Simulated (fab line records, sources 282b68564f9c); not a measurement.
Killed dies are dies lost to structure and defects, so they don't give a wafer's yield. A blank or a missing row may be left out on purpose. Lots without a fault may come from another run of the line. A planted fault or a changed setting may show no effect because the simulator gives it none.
Split-lot experiment | flow rit_cmos | 5 lots, 23 wafers read, on a route of 202 steps

THE SPLIT
At RIT_CONTACT_EXPOSE_05 (exposes mask M11, target cd 1000 nm), the setting dose_mj was moved away from the recipe's 250 on 7 of the 23 wafers read, by -6.4% to +5.4%. The other wafers ran this setting at the recipe's value.

FROM THE SPLIT TO THE READING: what the file shows between them, 5 steps
- RIT_CONTACT_PEB_06
- RIT_CONTACT_DEVELOP_07: develop time 120 s
- RIT_CONTACT_CD_MEAS_08: target cd 1000 nm
- RIT_CONTACT_ETCH_11: etches SiO2 in CHF3/CF4/Ar, stops on TiSi2, target depth 480 nm, time 320 s (also split here: time_s)
- RIT_CONTACT_STRIP_12: strips in O2, time 180 s

THE READING
cd_nm, in nm, at RIT_CONTACT_CD_MEAS_90 (target cd 1000 nm). Fault-free wafers of this fab line usually give 1000.1 nm, standard deviation 2.2 nm.

wafer  | tool, chamber at the split | dose_mj as run | against the recipe | cd_nm, nm | against lot-mates on the recipe
L075.1 | iline_stepper-02, 0        | 250            | recipe             | 1000.3    | -
L075.2 | iline_stepper-02, 0        | 250            | recipe             | 1000.8    | -
L075.3 | iline_stepper-02, 0        | 250            | recipe             | 1001.8    | -
L075.4 | iline_stepper-02, 0        | 250            | recipe             | 1001.8    | -
L075.5 | iline_stepper-02, 0        | 250            | recipe             | 998.4     | -
L076.1 | iline_stepper-01, 0        | 250            | recipe             | 996.6     | -
L076.4 | iline_stepper-01, 0        | 250            | recipe             | 998.2     | -
L076.5 | iline_stepper-01, 0        | 250            | recipe             | 998.9     | -
L080.1 | iline_stepper-01, 0        | 263.6          | +5.4%              | 1013.4    | +12.4
L080.2 | iline_stepper-01, 0        | 250            | recipe             | 1001.5    | -
L080.3 | iline_stepper-01, 0        | 263.6          | +5.4%              | 1016.5    | +15.5
L080.4 | iline_stepper-01, 0        | 250            | recipe             | 1000.5    | -
L080.5 | iline_stepper-01, 0        | 263.6          | +5.4%              | 1016.6    | +15.6
L082.1 | iline_stepper-02, 0        | 250            | recipe             | 998.7     | -
L082.2 | iline_stepper-02, 0        | 239.4          | -4.2%              | 989.7     | -10.0
L082.3 | iline_stepper-02, 0        | 250            | recipe             | 999.4     | -
L082.4 | iline_stepper-02, 0        | 239.4          | -4.2%              | 991.2     | -8.5
L082.5 | iline_stepper-02, 0        | 250            | recipe             | 1000.9    | -
L085.2 | iline_stepper-02, 0        | 234            | -6.4%              | 982.2     | -17.1
L085.3 | iline_stepper-02, 0        | 234            | -6.4%              | 981.9     | -17.4
L085.4 | iline_stepper-02, 0        | 250            | recipe             | 1000.3    | -
L085.5 | iline_stepper-02, 0        | 250            | recipe             | 999.3     | -
L085.6 | iline_stepper-02, 0        | 250            | recipe             | 998.4     | -

THE FIT
A straight line over all 23 wafers: cd_nm changes by +2.73 nm for each +1% of dose_mj; r = +0.98; the points scatter about the line by 1.6 nm.
The same after taking each lot's own level away (the mean of its wafers on the recipe; 23 wafers): +2.6 nm for each +1%; r = +0.99; scatter 1.2 nm.
On that fit, the largest move of dose_mj shifts the reading by 17 nm.
The lots' own levels span 997.90 to 1001.00 nm, that is 1.4 times the standard deviation above.
So the lot-to-lot level changes the slope little: the two slopes agree.
Check: with one of the wafers moved furthest among these (-6.4%) left out of the fit, the line predicts -16.3 nm for it against its lot-mates. It came out at -17.1 nm against them.

OTHER SPLITS ON THESE WAFERS
These wafers also went through other splits before the reading. Each is held against what the fit with the lots' levels taken away leaves over:
other split on the same wafers  | wafers away from the commonest value | r with cd_nm (lot level and that fit taken away)
RIT_SPACER_CVD_03 nh3_flow_sccm | 15                                   | +0.03
RIT_NSD_IMPLANT_08 energy_kev   | 8                                    | +0.09
RIT_PSD_COAT_01 spin_rpm        | 7                                    | -0.19
RIT_PSD_IMPLANT_08 energy_kev   | 8                                    | +0.14
RIT_SILICIDE_SPUTTER_01 time_s  | 8                                    | -0.25
RIT_CONTACT_ETCH_11 time_s      | 8                                    | +0.14

THE WHOLE CHAIN: every reading that the file lists as answering this split, in the file's order
step                   | what it does                                                                | reading                                                        | change (the file's fit)              | r (the file's)
RIT_CONTACT_CD_MEAS_08 | target cd 1000 nm                                                           | cd_nm                                                          | +2.53 nm for each +1% of the setting | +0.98
RIT_CONTACT_ETCH_11    | etches SiO2 in CHF3/CF4/Ar, stops on TiSi2, target depth 480 nm, time 320 s | CONTACT.cd_nm (the simulator's own value, which no gauge read) | +2.56 nm for each +1% of the setting | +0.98
RIT_CONTACT_CD_MEAS_90 | target cd 1000 nm                                                           | cd_nm                                                          | +2.59 nm for each +1% of the setting | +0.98

THE FILE'S OWN FIT
cd_nm changes by +2.59 nm for each +1% of dose_mj, r = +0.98.
